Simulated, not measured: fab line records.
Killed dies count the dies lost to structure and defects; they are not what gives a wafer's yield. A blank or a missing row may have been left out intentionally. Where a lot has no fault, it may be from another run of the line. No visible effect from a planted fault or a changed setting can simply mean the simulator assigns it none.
The tool behind it: which one? | flow rit cmos | 7 lots, 21 wafers sampled, at 1 step of a route of 202

WHAT THE GAUGES READ, wafer by wafer
RIT_PRETRO_OVL_MEAS_06.
lot  | measured    | on         | PRETRO_OVL (nm)
L517 | day 2 13:48 | overlay-01 | 2.5 2.0 0.2
L519 | day 3 00:48 | overlay-01 | 1.2 0.7 -0.5
L525 | day 4 06:25 | overlay-01 | -1.0 1.2 -0.6
L530 | day 5 05:36 | overlay-02 | 0.3 -0.7 -0.1
L533 | day 5 22:51 | overlay-02 | -0.3 -0.3 0.9
L537 | day 6 20:06 | overlay-01 | 1.4 1.0 1.0
L539 | day 7 02:34 | overlay-01 | 2.1 1.9 0.2

TOOL THAT RAN EACH LOT (tool first, then ch and the chambers of the sampled wafers, then the start)
No process step before these readings appears in the record.

THE ANSWER, worked out from the rows above alone
Rule: the lots themselves supply what counts as usual. Put in order of their means at a reading, lots are off if they are a third of the lots or fewer, leave a main group of 4 or more, and stand apart from it by a gap of 3 or more times the standard deviation of the main group's means; of several such gaps the widest counts. The tables above print the reading to a certain number of digits; a main group whose means all agree to those digits is not used. A lot without any number at a reading at which 4 lots or more have one is off too. Any other lot the step has rows for is counted as sound.
Nothing can be told from this: no lot is off at any reading shown.

WHAT WAS PUT IN BY THE SIMULATOR
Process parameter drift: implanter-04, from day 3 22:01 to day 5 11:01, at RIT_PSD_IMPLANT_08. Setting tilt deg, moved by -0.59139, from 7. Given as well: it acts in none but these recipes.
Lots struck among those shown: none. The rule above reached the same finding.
